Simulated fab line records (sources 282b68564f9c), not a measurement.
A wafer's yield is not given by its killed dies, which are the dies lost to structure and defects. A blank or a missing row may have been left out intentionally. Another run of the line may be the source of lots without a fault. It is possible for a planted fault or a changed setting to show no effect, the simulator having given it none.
What tool caused it?    flow ritCmos    14 lots with 42 wafers sampled at 5 steps, on a route of 202 steps

## WHAT THE GAUGES SHOWED, per wafer
RIT_ACTIVE_BOW_MEAS_00.
lot   measured     on            INCOMING_BOW (um)
L674  day 1 10:00  filmMetro-02  6 16 5
L675  day 1 15:01  filmMetro-02  -2 -10 7
L676  day 1 20:02  filmMetro-01  2 8 10
L677  day 2 01:01  filmMetro-03  -9 3 -6
L679  day 2 11:00  filmMetro-01  -7 6 1
L683  day 3 07:01  filmMetro-01  -4 -1 -9
L685  day 3 17:00  filmMetro-01  -1 -1 5
L687  day 4 03:01  filmMetro-01  4 2 9
L688  day 4 08:01  filmMetro-01  -9 0 -3
L689  day 4 13:00  filmMetro-01  1 7 -8
L690  day 4 18:00  filmMetro-02  7 -2 5
L691  day 4 23:01  filmMetro-02  -5 1 2
L693  day 5 09:00  filmMetro-01  10 6 -1
L695  day 5 19:00  filmMetro-01  5 0 10

RIT_ACTIVE_THK_MEAS_02.
lot   measured     on            ACTIVE_OXIDE_THK (nm)
L674  day 1 12:03  filmMetro-01  48.5 49.4 49.1
L675  day 1 17:52  filmMetro-03  48.4 48.1 48.8
L676  day 2 00:22  filmMetro-03  48.4 48.5 48.1
L677  day 2 03:04  filmMetro-03  47.9 48.3 48.6
L679  day 2 13:03  filmMetro-02  48.2 48.5 47.4
L683  day 3 09:04  filmMetro-03  46.8 46.6 46.0
L685  day 3 19:03  filmMetro-02  48.5 47.8 48.6
L687  day 4 05:14  filmMetro-01  48.8 49.0 49.2
L688  day 4 10:04  filmMetro-03  47.6 48.3 47.9
L689  day 4 15:03  filmMetro-03  47.0 46.1 46.4
L690  day 4 21:28  filmMetro-02  46.1 46.3 46.0
L691  day 5 01:04  filmMetro-02  46.8 47.6 46.5
L693  day 5 11:03  filmMetro-01  46.5 46.3 46.7
L695  day 5 21:03  filmMetro-02  47.8 47.2 48.0

RIT_NWELL_TW_MEAS_10.
lot   measured     on            NWELL_TW
L674  day 1 20:56  filmMetro-01  2116 2133 2124
L675  day 2 04:13  filmMetro-01  2132 2128 2140
L676  day 2 10:19  filmMetro-04  2138 2142 2143
L677  day 2 14:29  filmMetro-03  2140 2147 2135
L679  day 2 22:48  filmMetro-01  2137 2128 2134
L683  day 3 18:41  filmMetro-03  2052 2046 2051
L685  day 4 04:07  filmMetro-03  2051 2052 2047
L687  day 4 14:56  filmMetro-01  2108 2118 2122
L688  day 4 19:49  filmMetro-01  2115 2123 2112
L689  day 4 23:58  filmMetro-01  2110 2108 2101
L690  day 5 06:15  filmMetro-03  2131 2132 2125
L691  day 5 10:02  filmMetro-01  2120 2106 2113
L693  day 5 21:40  filmMetro-03  2134 2126 2131
L695  day 6 07:25  filmMetro-03  2161 2158 2156

## WHAT TOOL EACH LOT RAN ON (gives the tool, then ch and the chambers of the sampled wafers, and finally the start)
lot   RIT_NWELL_IMPLANT_08            RIT_NWELL_STRIP_09
L674  implanter-03 ch 0, day 1 20:37  plasmaAsher-01 ch 0,1, day 1 20:46
L675  implanter-02 ch 0, day 2 03:55  plasmaAsher-02 ch 0,1, day 2 04:02
L676  implanter-04 ch 0, day 2 10:01  plasmaAsher-02 ch 0,1, day 2 10:10
L677  implanter-02 ch 0, day 2 14:10  plasmaAsher-01 ch 0,1, day 2 14:18
L679  implanter-03 ch 0, day 2 22:28  plasmaAsher-04 ch 0,1, day 2 22:37
L683  implanter-02 ch 0, day 3 18:22  plasmaAsher-02 ch 0,1, day 3 18:29
L685  implanter-02 ch 0, day 4 03:47  plasmaAsher-04 ch 0, day 4 03:56
L687  implanter-04 ch 0, day 4 14:38  plasmaAsher-02 ch 0,1, day 4 14:45
L688  implanter-04 ch 0, day 4 19:31  plasmaAsher-01 ch 0,1, day 4 19:38
L689  implanter-03 ch 0, day 4 23:38  plasmaAsher-02 ch 0,1, day 4 23:47
L690  implanter-04 ch 0, day 5 05:55  plasmaAsher-01 ch 0,1, day 5 06:04
L691  implanter-04 ch 0, day 5 09:43  plasmaAsher-04 ch 0,1, day 5 09:51
L693  implanter-04 ch 0, day 5 21:20  plasmaAsher-01 ch 0,1, day 5 21:29
L695  implanter-04 ch 0, day 6 07:05  plasmaAsher-02 ch 0,1, day 6 07:14
- RIT_NWELL_IMPLANT_08
- RIT_NWELL_STRIP_09: strips in O2, time 180 s.

## WHAT THE TOOLS THEMSELVES READ (means of the sampled wafers that have a number; where no wafer has one, the mark that the record gives instead)
RIT_NWELL_IMPLANT_08.
lot   tool          beamEnergyKeV
L674  implanter-03  170.03
L675  implanter-02  169.98
L676  implanter-04  169.97
L677  implanter-02  170.03
L679  implanter-03  169.96
L683  implanter-02  139.33
L685  implanter-02  139.33
L687  implanter-04  170.04
L688  implanter-04  169.97
L689  implanter-03  170.03
L690  implanter-04  169.95
L691  implanter-04  170.05
L693  implanter-04  170.08
L695  implanter-04  169.98

RIT_NWELL_STRIP_09.
lot   tool            drypumpMotorCurrentA (A)
L674  plasmaAsher-01  6.5
L675  plasmaAsher-02  5.8
L676  plasmaAsher-02  6.1
L677  plasmaAsher-01  6.5
L679  plasmaAsher-04  5.7
L683  plasmaAsher-02  6.1
L685  plasmaAsher-04  5.8
L687  plasmaAsher-02  5.8
L688  plasmaAsher-01  6.5
L689  plasmaAsher-02  5.8
L690  plasmaAsher-01  6.5
L691  plasmaAsher-04  5.7
L693  plasmaAsher-01  6.5
L695  plasmaAsher-02  5.8

## THE ANSWER, worked out from the rows above alone
Rule: usual is defined by the lots themselves. Put in order of their means at a reading, lots are off if they are a third of the lots or fewer, leave a main group of 4 or more, and stand apart from it by a gap of 3 or more times the standard deviation of the main group's means; of several such gaps the widest counts. A main group whose means are all the same, to the digits that the tables above print for the reading, isn't used. A lot without any number at a reading at which 4 lots or more have one is off too. The other lots that the step has rows for count as sound. The gauges are gone through in route order, then the tools' own readings, and for those a lot's mean is taken as printed above. The first step at which some lot is off is used, and at that step the reading that is off furthest; a lot without a number counts as furthest.
Off: at RIT_NWELL_TW_MEAS_10 (NWELL_TW), L683, L685. For the main group the mean is 2129 and the standard deviation 14.
A tool fits if, at a process step before that reading, it ran every lot that is off, and no sound lot after the first of them. Not tried: the gauges at RIT_NWELL_TW_MEAS_10; whatever is off there is also off at RIT_NWELL_IMPLANT_08, on other tools, and gauge error can't account for it. One fits: implanter-02 at RIT_NWELL_IMPLANT_08. Its last sound lot is L677 (day 2 14:10), its first lot that is off L683 (day 3 18:22): a fault that began between those two fits.
The tool's own readings at RIT_NWELL_IMPLANT_08 bear it out: on the lots that are off they differ by more than 5 times the standard deviation of the sound lots' means. beamEnergyKeV reads 139.33 there against 170.01 on the sound lots.

## WHAT HAD BEEN PUT IN BY THE SIMULATOR
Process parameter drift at RIT_NWELL_IMPLANT_08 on implanter-02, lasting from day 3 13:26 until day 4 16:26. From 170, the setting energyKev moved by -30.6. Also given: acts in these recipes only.
Lots struck among those shown: L683, L685. This agrees with what the rule above found.
